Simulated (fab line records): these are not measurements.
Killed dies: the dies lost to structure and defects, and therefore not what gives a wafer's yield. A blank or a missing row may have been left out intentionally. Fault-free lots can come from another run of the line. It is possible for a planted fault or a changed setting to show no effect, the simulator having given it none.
Which of the tools did it? | flow berkeley-cmos170 | 15 lots, 45 wafers sampled, at 6 steps of a route of 331

WHAT THE GAUGES SHOWED, per wafer
UCB170_SDANNEAL_RS_MEAS_04: a four-point-probe measurement.
lot  | measured     | on            | PLDD_RS (ohm/sq)
L421 | day 6 14:15  | film-metro-01 | 1026.1 1027.8 1023.6
L423 | day 7 04:01  | film-metro-02 | 1035.2 1033.9 1033.9
L424 | day 7 14:34  | film-metro-01 | 1032.1 1027.5 1030.0
L425 | day 7 23:16  | film-metro-02 | 1031.7 1035.3 1031.2
L427 | day 8 09:20  | film-metro-01 | 1028.8 1028.2 1031.0
L429 | day 8 15:47  | film-metro-02 | 1035.3 1034.5 1031.7
L428 | day 9 02:00  | film-metro-01 | 1027.9 1025.3 1030.4
L431 | day 9 03:52  | film-metro-01 | 1034.6 1030.4 1035.9
L432 | day 9 04:12  | film-metro-03 | 1034.8 1034.7 1032.8
L434 | day 9 13:14  | film-metro-01 | 1027.1 1029.8 1028.6
L433 | day 9 13:15  | film-metro-02 | 1033.2 1029.4 1029.2
L435 | day 10 06:25 | film-metro-01 | 1029.2 1026.3 1026.8
L437 | day 10 06:35 | film-metro-03 | 1031.6 1031.8 1030.8
L436 | day 10 07:05 | film-metro-02 | 1031.3 1033.6 1030.5
L440 | day 10 10:35 | film-metro-03 | 1034.6 1034.2 1032.6

UCB170_V1_BOW_MEAS_03.
lot  | measured     | on            | V1_BOW (um)
L421 | day 7 04:41  | film-metro-01 | 17 8 21
L423 | day 7 17:52  | film-metro-01 | 10 15 25
L424 | day 8 06:04  | film-metro-02 | 17 27 28
L425 | day 8 10:25  | film-metro-02 | 20 23 23
L427 | day 8 19:43  | film-metro-02 | 26 21 21
L429 | day 9 05:26  | film-metro-01 | 14 22 8
L428 | day 9 10:40  | film-metro-04 | 31 27 26
L431 | day 9 17:35  | film-metro-04 | 24 29 17
L432 | day 9 17:34  | film-metro-02 | 24 21 26
L434 | day 9 23:49  | film-metro-04 | 12 22 15
L433 | day 9 22:29  | film-metro-02 | 3 24 15
L435 | day 10 18:26 | film-metro-01 | 43 10 37
L437 | day 10 18:44 | film-metro-04 | 14 25 13
L436 | day 10 21:37 | film-metro-04 | 18 16 21
L440 | day 10 21:38 | film-metro-01 | 13 21 13

UCB170_V2_BOW_MEAS_03.
lot  | measured     | on            | V2_BOW (um)
L421 | day 7 10:39  | film-metro-04 | 36 28 41
L423 | day 8 01:18  | film-metro-02 | 31 36 47
L424 | day 8 11:37  | film-metro-04 | 38 48 50
L425 | day 8 18:10  | film-metro-03 | 41 45 45
L427 | day 9 04:36  | film-metro-02 | 44 39 39
L429 | day 9 14:51  | film-metro-04 | 40 49 34
L428 | day 9 19:27  | film-metro-03 | 46 43 42
L431 | day 10 01:21 | film-metro-04 | 39 44 31
L432 | day 10 01:02 | film-metro-02 | 41 39 43
L434 | day 10 07:37 | film-metro-02 | 31 41 33
L433 | day 10 06:26 | film-metro-02 | 17 39 31
L435 | day 11 00:10 | film-metro-04 | 64 31 58
L437 | day 11 00:12 | film-metro-03 | 13 22 11
L436 | day 11 03:48 | film-metro-03 | 16 15 18
L440 | day 11 04:25 | film-metro-04 | 12 20 12

UCB170_V2_CD_MEAS_90: the cd target is 700 nm.
lot  | measured     | on        | cd-nm (nm)
L421 | day 7 13:25  | cd-sem-02 | 699.8 698.5 699.4
L423 | day 8 03:03  | cd-sem-02 | 700.9 700.7 702.7
L424 | day 8 13:14  | cd-sem-01 | 701.8 701.7 701.5
L425 | day 8 22:14  | cd-sem-02 | 698.3 699.8 698.2
L427 | day 9 06:23  | cd-sem-02 | 698.6 699.0 697.3
L429 | day 9 16:55  | cd-sem-01 | 701.1 699.7 699.6
L428 | day 9 22:02  | cd-sem-02 | 698.2 697.0 698.2
L431 | day 10 05:38 | cd-sem-01 | 699.7 699.1 698.6
L432 | day 10 05:23 | cd-sem-02 | 698.6 698.4 697.6
L434 | day 10 09:27 | cd-sem-01 | 700.2 700.2 699.7
L433 | day 10 08:19 | cd-sem-01 | 699.7 699.6 700.6
L435 | day 11 02:09 | cd-sem-02 | 698.8 702.6 699.5
L437 | day 11 02:26 | cd-sem-01 | - - -
L436 | day 11 06:56 | cd-sem-02 | - - -
L440 | day 11 07:13 | cd-sem-01 | - - -

UCB170_M3_CD_MEAS_15: the cd target is 700 nm.
lot  | measured     | on        | cd-nm (nm)
L421 | day 7 15:28  | cd-sem-01 | 699.8 699.1 699.0
L423 | day 8 05:04  | cd-sem-02 | 698.8 700.3 700.1
L424 | day 8 15:23  | cd-sem-02 | 701.4 701.8 700.3
L425 | day 9 01:40  | cd-sem-02 | 696.8 697.4 697.4
L427 | day 9 08:59  | cd-sem-02 | 700.1 699.5 699.6
L429 | day 9 19:31  | cd-sem-02 | 697.8 698.4 697.7
L428 | day 10 01:52 | cd-sem-01 | 700.5 700.9 700.1
L431 | day 10 08:01 | cd-sem-02 | 698.9 700.0 699.5
L432 | day 10 07:25 | cd-sem-01 | 699.3 699.2 699.2
L434 | day 10 11:40 | cd-sem-02 | 700.1 698.7 698.6
L433 | day 10 10:35 | cd-sem-02 | 701.3 702.8 702.1
L435 | day 11 04:23 | cd-sem-02 | 702.7 701.3 702.2

TOOL THAT RAN EACH LOT (tool first, then ch and the chambers of the sampled wafers, then the start)
lot  | UCB170_V2_CVD_00
L421 | pecvd-03 ch 0,1,2, day 7 10:08
L423 | pecvd-01 ch 0,1,2, day 8 00:44
L424 | pecvd-03 ch 0,2, day 8 11:05
L425 | pecvd-04 ch 0,1,2, day 8 17:38
L427 | pecvd-01 ch 0,1,2, day 9 04:05
L429 | pecvd-03 ch 0,1,2, day 9 14:18
L428 | pecvd-01 ch 0,1, day 9 18:56
L431 | pecvd-04 ch 0,2, day 10 00:47
L432 | pecvd-01 ch 0,1,2, day 10 00:30
L434 | pecvd-04 ch 0,2, day 10 07:07
L433 | pecvd-01 ch 0,1,2, day 10 05:55
L435 | pecvd-03 ch 0,1,2, day 10 23:37
L437 | pecvd-01 ch 0,1,2, day 10 23:40
L436 | pecvd-03 ch 1,2, day 11 03:17
L440 | pecvd-04 ch 0,1, day 11 03:53
- UCB170_V2_CVD_00: deposits SiO2 from TEOS/O2, target thk 2000 nm, time 250 s.

AS READ BY THE TOOLS THEMSELVES (means over the sampled wafers that have a number; for cases with no such wafer, the mark the record gives instead)
UCB170_V2_CVD_00.
lot  | tool     | heater-power-w (W) | pressure-mtorr (mTorr)
L421 | pecvd-03 | 260                | 9014
L423 | pecvd-01 | 204                | 9007
L424 | pecvd-03 | 263                | 8993
L425 | pecvd-04 | 296                | 8989
L427 | pecvd-01 | 248                | 8993
L429 | pecvd-03 | 301                | 9003
L428 | pecvd-01 | 230                | 8986
L431 | pecvd-04 | 298                | 9016
L432 | pecvd-01 | 234                | 9008
L434 | pecvd-04 | 306                | 8977
L433 | pecvd-01 | 270                | 9000
L435 | pecvd-03 | 268                | 9013
L437 | pecvd-01 | -                  | -
L436 | pecvd-03 | -                  | -
L440 | pecvd-04 | -                  | -

THE ANSWER, worked out from the rows above alone
Rule: the usual values come from the lots themselves. Put in order of their means at a reading, lots are off if they are a third of the lots or fewer, leave a main group of 4 or more, and stand apart from it by a gap of 3 or more times the standard deviation of the main group's means; of several such gaps the widest counts. If all means in a main group match to the digits the tables above print for the reading, that group is not used. Also off: a lot with no number at a reading for which 4 or more lots have one. Where the step has rows for the other lots, those lots are counted as sound. First the gauges in route order, then the tools' own readings, where a lot's mean is used as printed above. At the first step where some lot is off, the reading lying furthest off is the one used; lots without a number count as furthest.
Off: L437, L436, L440 (UCB170_V2_CD_MEAS_90, cd-nm). Without a number there: L437, L436, L440. Mean 699.6 nm and standard deviation 1.2 in the main group.
If a tool, at a process step before that reading, ran all the lots that are off and no sound lot after the first of them, it fits. The gauges at UCB170_V2_CD_MEAS_90 aren't tried: what is off there is off at UCB170_V2_CVD_00 too, on other tools, and a gauge's error can't cause that. Of those tried, none fits.

WHAT THE SIMULATOR HAD INSERTED
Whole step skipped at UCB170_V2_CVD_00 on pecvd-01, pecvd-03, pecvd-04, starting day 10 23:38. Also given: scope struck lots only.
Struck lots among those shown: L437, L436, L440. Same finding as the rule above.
